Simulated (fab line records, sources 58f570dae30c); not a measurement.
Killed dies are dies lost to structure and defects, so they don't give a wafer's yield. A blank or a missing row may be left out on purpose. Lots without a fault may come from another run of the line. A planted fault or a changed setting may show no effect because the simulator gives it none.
fab line records | flow berkeley_cmos170
record lots=14 wafers=38 last_day=12
route steps=331 shown PSD@182 NSD@194 M1@250 V1@256
lots that met no fault: from a run of the same line without faults
start_h: hours from the record's first day to the start of the lot's first wafer shown | wait_h: hours since the lot's step before | " the same as in the row above | L1.1+2: a row that stands for several wafers | - no value, or no start given | * or withheld: withheld | < > ~ a bound
route shown NAME@n: a module of which the file shows steps, and the number in the route of the first | usual: mean/standard deviation of fault-free wafers | same: alike in all rows | chamber/n: place in a boat | sites: the reading at each site | _std_site: their standard deviation | _edge_site: outer sites' mean less inner sites' | radius_mm: how far each site lies from the wafer's centre | mask NAME#n: copy n | behind: the tool/chamber that last shaped the wafer | hold: why the lot was held/for how many hours/how that ended | device: the transistor (n, p or np) that didn't switch | end of line: the same wafers' tests at the end of the route | a step without rows: its recipe alone | killed: dies lost to structure and defects at the first sort, not the wafer's yield | map: a wafer's dies, x killed, . not, _ none there
set.NAME: the setting as run; set.NAME@STEP: as run at that earlier step | model.NAME: the simulator's own value behind a step, which no gauge read
steps of the route over a sample of lots; a table a step, a row a wafer
services: from which hour (start_h, from the record's first day; less than 0 if before it) a tool's chamber was out of use, for how many hours, and why
## steps
# step UCB170_PSD_OVL_MEAS_07
# usual PSD_OVL=4/6.2
# columns lot.wafer tool chamber start_h wait_h PSD_OVL[nm]
L139.1 overlay-02 - 130.60 0.1 -4
L139.3 " - " " -1
L139.6 " - " " 6
L142.1 overlay-01 - 142.73 0.1 0
L142.3 " - " " 6
L142.5 " - " " 9
L141.3 overlay-02 - 142.80 0.1 7
L141.4 " - " " 5
L141.6 " - " " 9
L140.1 overlay-01 - 143.03 0.1 -2
L140.3 " - " " -2
L140.5 " - " " -5
L143.1 overlay-02 - 158.00 0.1 3
L143.3 " - " " -7
L143.5 " - " " 1
L145.1 overlay-02 - 169.78 0.1 10
L145.2 " - " " -3
L145.3 " - " " 5
L146.2 overlay-01 - 177.32 0.1 7
L146.4 " - " " 7
L146.5 " - " " 11
L151.3 overlay-02 - 187.64 0.1 1
L151.4 " - " " 1
L151.6 " - " " 1
L150.1 overlay-02 - 188.18 0.1 1
L150.2 " - " " -8
L150.5 " - " " 0
L155.2 overlay-02 - 216.95 0.1 2
L155.5 " - " " -1
L155.6 " - " " 5
L154.1 overlay-01 - 217.06 0.1 7
L154.3 " - " " 9
L154.4 " - " " 2
L157.4 overlay-01 - 227.79 0.1 5
L160.6 overlay-02 - 248.39 0.0 6
L162.2 overlay-01 - 256.16 0.1 9
L162.3 " - " " -4
L162.5 " - " " -2
# step UCB170_NSD_OVL_MEAS_07
# usual NSD_OVL=1/4.5
# columns lot.wafer tool chamber start_h wait_h NSD_OVL[nm]
L139.1 overlay-01 - 133.27 0.1 0
L139.3 " - " " -2
L139.6 " - " " 11
L142.1 overlay-01 - 144.21 0.1 -2
L142.3 " - " " -3
L142.5 " - " " 1
L141.3 overlay-01 - 144.47 0.1 4
L141.4 " - " " -1
L141.6 " - " " 4
L140.1 overlay-02 - 144.57 0.1 -6
L140.3 " - " " -6
L140.5 " - " " -3
L143.1 overlay-02 - 160.19 0.1 2
L143.3 " - " " -2
L143.5 " - " " -6
L145.1 overlay-01 - 171.56 0.1 1
L145.2 " - " " 2
L145.3 " - " " -3
L146.2 overlay-02 - 178.94 0.1 3
L146.4 " - " " 11
L146.5 " - " " 8
L151.3 overlay-02 - 189.63 0.1 6
L151.4 " - " " 7
L151.6 " - " " 4
L150.1 overlay-02 - 190.20 0.1 -5
L150.2 " - " " -6
L150.5 " - " " -5
L155.2 overlay-01 - 218.81 0.1 1
L155.5 " - " " 1
L155.6 " - " " 4
L154.1 overlay-02 - 219.00 0.1 0
L154.3 " - " " 5
L154.4 " - " " 1
L157.4 overlay-02 - 229.27 0.1 3
L160.6 overlay-02 - 250.13 0.0 -1
L162.2 overlay-01 - 260.21 0.1 -4
L162.3 " - " " 3
L162.5 " - " " -6
# step UCB170_M1_METAL_ETCH_12
# recipe chemistry=Cl2/BCl3 target=Al stop_on=PSG pressure_mtorr=12 target_depth_a=7800 over_etch_frac=0.3 time_s=130 icp_w=600 bias_w=120 Cl2_flow_sccm=90 bcl3_flow_sccm=45
# usual drypump_motor_current_A=5.73/0.27 oes_product_au=0.854/0.011 run_length_s=158.4/0.39 throttle_valve_pct=24.52/0.18
# same over_etch_frac=0.3
# columns lot.wafer tool chamber start_h wait_h drypump_motor_current_A oes_product_au rf_hours_counter_h run_length_s throttle_valve_pct
L139.1 rie_metal-04 1 144.24 - 5.45 0.857 8 158.2 24.62
L139.3 " 0 " " 5.51 0.866 - 158.3 24.41
L139.6 " 0 " " 5.46 0.867 - 158.3 24.42
L142.1 rie_metal-04 0 152.59 - 5.52 0.873 7 158.9 24.40
L142.3 " 0 " " 5.55 0.871 - 158.3 24.43
L142.5 " 1 " " 5.42 0.849 - 158.2 24.62
L141.3 rie_metal-01 1 152.96 - 6.19 0.833 - 157.9 24.32
L141.4 " 1 " " 6.19 0.831 - 157.8 24.32
L141.6 " 1 " " 6.16 0.837 - 157.6 24.33
L140.1 rie_metal-02 1 154.16 - 5.84 0.864 1 158.4 24.31
L140.3 " 1 " " 5.86 0.854 - 158.6 24.32
L140.5 " 1 " " 5.86 0.863 - 158.3 24.33
L143.1 rie_metal-01 1 169.19 - 6.19 0.839 7 158.0 24.31
L143.3 " 1 " " 6.21 0.841 - 157.8 24.32
L143.5 " 1 " " 6.20 0.837 - 157.6 24.33
L145.1 rie_metal-04 0 179.81 - 5.49 0.869 7 158.3 24.42
L145.2 " 1 " " 5.42 0.863 9 157.8 24.63
L145.3 " 1 " " 5.44 0.862 - 157.9 24.61
L146.2 rie_metal-02 1 187.43 - 5.87 0.857 2 158.7 24.32
L146.4 " 0 " " 5.98 0.842 - 158.5 24.70
L146.5 " 1 " " 5.86 0.855 - 158.5 24.31
L151.3 rie_metal-02 1 200.04 - 5.85 0.850 - 158.6 24.30
L151.4 " 0 " " 6.05 0.839 - 158.8 24.71
L151.6 " 0 " " 6.00 0.846 - 158.9 24.70
L150.1 rie_metal-01 0 200.20 - 5.76 0.849 1 158.9 24.84
L150.2 " 1 " " 6.22 0.843 8 157.5 24.30
L150.5 " 0 " " 5.77 0.843 - 159.4 24.83
L155.2 rie_metal-04 0 227.49 - 5.50 0.872 8 158.4 24.42
L155.5 " 0 " " 5.48 0.864 - 158.4 24.41
L155.6 " 1 " " 5.45 0.861 - 158.1 24.63
L154.1 rie_metal-01 0 228.49 - 5.72 0.827 2 159.3 24.83
L154.3 " 1 " " 6.15 0.833 - 157.7 24.32
L154.4 " 0 " " 5.74 0.824 - 159.2 24.86
L157.4 rie_metal-04 1 241.19 - 5.41 1.002 - 101.0 24.55
L160.6 rie_metal-04 1 260.03 - 5.43 0.983 - 100.2 24.56
L162.2 rie_metal-02 0 269.95 - 5.95 0.855 1 158.3 24.81
L162.3 " 0 " " 5.99 0.859 - 158.6 24.82
L162.5 " 0 " " 6.01 0.844 - 158.3 24.82
# step UCB170_M1_CD_MEAS_90
# recipe target_cd_nm=700
# usual cd_nm=701.9/2.8
# columns lot.wafer tool chamber start_h wait_h cd_nm
L139.1 cd_sem-02 - 144.48 0.1 702.1
L139.3 " - " " 699.6
L139.6 " - " " 701.5
L142.1 cd_sem-02 - 152.83 0.1 704.0
L142.3 " - " " 703.1
L142.5 " - " " 700.0
L141.3 cd_sem-01 - 153.28 0.1 702.7
L141.4 " - " " 698.8
L141.6 " - " " 699.9
L140.1 cd_sem-02 - 154.39 0.1 705.2
L140.3 " - " " 704.9
L140.5 " - " " 704.3
L143.1 cd_sem-02 - 169.43 0.1 699.5
L143.3 " - " " 698.8
L143.5 " - " " 700.7
L145.1 cd_sem-02 - 180.04 0.1 704.5
L145.2 " - " " 703.2
L145.3 " - " " 702.1
L146.2 cd_sem-01 - 187.68 0.1 700.2
L146.4 " - " " 698.7
L146.5 " - " " 701.2
L151.3 cd_sem-01 - 200.27 0.1 706.6
L151.4 " - " " 701.3
L151.6 " - " " 698.3
L150.1 cd_sem-02 - 200.43 0.1 697.3
L150.2 " - " " 701.2
L150.5 " - " " 696.8
L155.2 cd_sem-02 - 227.75 0.1 700.8
L155.5 " - " " 703.4
L155.6 " - " " 701.8
L154.1 cd_sem-01 - 228.72 0.1 700.1
L154.3 " - " " 699.9
L154.4 " - " " 698.2
L157.4 cd_sem-01 - 241.44 0.1 715.2
L160.6 cd_sem-01 - 260.27 0.1 714.3
L162.2 cd_sem-01 - 270.20 0.1 705.9
L162.3 " - " " 705.1
L162.5 " - " " 705.0
# step UCB170_V1_CMP_02
# recipe material=SiO2 down_force_psi=6 platen_rpm=60 pad_velocity_m_s=0.75398
# usual motor_current_A=15.2/0.97
# columns lot.wafer tool chamber start_h wait_h motor_current_A
L139.3 cmp-02 3 147.54 0.4 17.3
L139.1 " 0 " " 15.4
L139.6 " 2 " " 14.1
L142.3 cmp-01 0 158.02 0.1 13.8
L142.1 " 2 " " 15.7
L142.5 " 3 " " 15.1
L141.4 cmp-01 2 158.32 0.4 14.5
L141.3 " 3 " " 13.7
L141.6 " 1 " " 14.9
L140.1 cmp-01 0 158.57 0.6 14.6
L140.3 " 3 " " 14.6
L140.5 " 0 " " 14.5
L143.3 cmp-01 0 173.62 0.0 14.0
L143.1 " 2 " " 14.9
L143.5 " 1 " " 14.2
L145.2 cmp-01 1 184.63 0.0 13.8
L145.1 " 2 " " 15.3
L145.3 " 3 " " 13.9
L146.4 cmp-01 2 194.17 0.1 15.0
L146.2 " 3 " " 14.3
L146.5 " 0 " " 14.9
L150.2 cmp-02 3 204.27 0.2 17.7
L150.1 " 0 " " 15.9
L150.5 " 2 " " 16.4
L151.3 cmp-01 0 204.27 0.2 15.8
L151.4 " 1 " " 13.7
L151.6 " 0 " " 14.2
L155.2 cmp-01 1 232.61 0.1 14.3
L155.5 " 3 " " 14.7
L155.6 " 0 " " 15.4
L154.3 cmp-01 3 232.81 0.3 14.3
L154.4 " 0 " " 13.8
L154.1 " 1 " " 14.8
L162.2 cmp-02 1 277.50 0.4 14.8
L162.3 " 2 " " 16.4
L162.5 " 0 " " 16.3
## services
# columns tool chamber start_h hours kind
cmp-01 - 123.14 3.3 pm
cmp-01 - 131.11 0.9 repair
rie_metal-01 0 145.46 - clean
rie_metal-01 0 145.46 19.5 scheduled_down
rie_metal-01 0 145.46 19.5 vent_cycle
cmp-01 - 146.61 1.3 repair
rie_metal-02 1 147.71 1.4 repair
cmp-02 - 149.50 0.3 repair
cmp-02 - 155.08 4.5 repair
rie_metal-04 1 190.22 5.0 repair
rie_metal-02 0 207.78 - clean
rie_metal-02 0 207.78 16.9 scheduled_down
rie_metal-02 0 207.78 16.9 vent_cycle
cmp-01 - 225.30 0.2 repair
cmp-02 - 232.00 4.0 pm
cmp-02 - 236.00 - consumable_replace:conditioner
cmp-02 - 236.00 - consumable_replace:pad
rie_metal-02 0 272.07 2.3 repair
## key
first_sign step=UCB170_M1_METAL_ETCH_12 reading=run_length_s direction=down sigmas=99+ usual=* struck=*
effect step=UCB170_M1_METAL_ETCH_12 reading=oes_product_au direction=up sigmas=12 usual=0.854 struck=0.993
effect step=UCB170_M1_CD_MEAS_90 reading=cd_nm direction=up sigmas=4.6 usual=701.9 struck=714.8
met_at UCB170_M1_METAL_ETCH_12
struck_lots L157,L160
struck_wafers L157.4,L160.6
rows_end L157.4,L160.6
not_acting_at UCB170_PSD_OVL_MEAS_07,UCB170_NSD_OVL_MEAS_07,UCB170_V1_CMP_02
onset_between 227.49 241.19
fault kind=process_parameter_drift tool=rie_metal-04 chamber=1 onset_h=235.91 steps=UCB170_M1_METAL_ETCH_12 channel=time_s offset=* shape=step acts_in=* stated=*
# rows_end: these wafers met a further fault down the route, and their rows from its step on are left out
